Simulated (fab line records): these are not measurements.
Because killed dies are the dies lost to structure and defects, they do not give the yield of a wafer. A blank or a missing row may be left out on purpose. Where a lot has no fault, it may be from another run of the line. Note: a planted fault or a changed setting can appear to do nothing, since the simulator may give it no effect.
One fault seen from 2 desks ; flow berkeleyCmos170 ; every desk sees just its own numbers, and what lay behind them comes last

## TOOL OWNER'S DESK, lithoTrack-02
UCB170_CONTACT_COAT_09, tool's own readings: per-lot mean of the sampled wafers with a number, covering each lot this tool ran. A lot is out of limits, marked OUT, if its mean lies more than 4 standard deviations from the usual mean; the brackets give that distance.
Columns: A = spinSpeedRpm at UCB170_CONTACT_COAT_09, usual 2999.8 rpm
lot;first seen here;A
L171;day 7 09:22;3000.1
L174;day 8 08:54;3002.8
L180;day 10 04:55;2608.6 (-99 or more) OUT
L179;day 10 05:22;2607.5 (-99 or more) OUT
L194;day 12 15:37;2998.3
L193;day 12 17:27;2999.1
This desk's finding: out of limits on L179, L180; first on L180, day 10 04:55 (spinSpeedRpm at UCB170_CONTACT_COAT_09). L171, L174, L194, L193: within limits.

## THE METROLOGY DESK
What the gauges read, lot by lot, whatever tool the lot ran on: means of the sampled wafers that have a number. A lot is out of limits, marked OUT, if its mean lies more than 4 standard deviations from the usual mean; the brackets give that distance.
Columns: A = M2_AL_RS at UCB170_M2_RS_MEAS_02, usual 0.0323 ohm/sq
lot;first seen here;A
L171;day 7 18:53;0.0325
L173;day 8 15:21;0.0319
L174;day 8 16:29;0.0326
L180;day 10 12:41;0.0325
L179;day 10 13:41;0.0323
L181;day 10 13:57;0.0323
L184;day 11 02:40;0.0324
L185;day 11 06:36;0.0324
L187;day 11 10:01;0.0317
L188;day 11 20:33;0.0328
L190;day 11 23:05;0.0330
L191;day 12 05:20;0.0318
L194;day 12 23:05;0.0326
L193;day 13 02:05;0.0328
Result from this desk: across the 14 lots, nothing is out of limits.

## TAKEN TOGETHER
The tool owner's desk could have raised an alarm at day 10 04:55, on L179, L180.
The metrology desk saw nothing out of limits.
The metrology desk holds a record of L179, L180, inside its limits.
Every lot named ran UCB170_CONTACT_COAT_09 on lithoTrack-02.

## WHAT WAS PUT IN BY THE SIMULATOR
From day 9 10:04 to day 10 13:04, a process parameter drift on lithoTrack-02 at UCB170_CONTACT_COAT_09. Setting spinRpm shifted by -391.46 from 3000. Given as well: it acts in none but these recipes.
Struck lots among those shown: L179, L180.
Delay in hours, fault start to first out-of-limits reading, by desk: the tool owner's desk at 19.
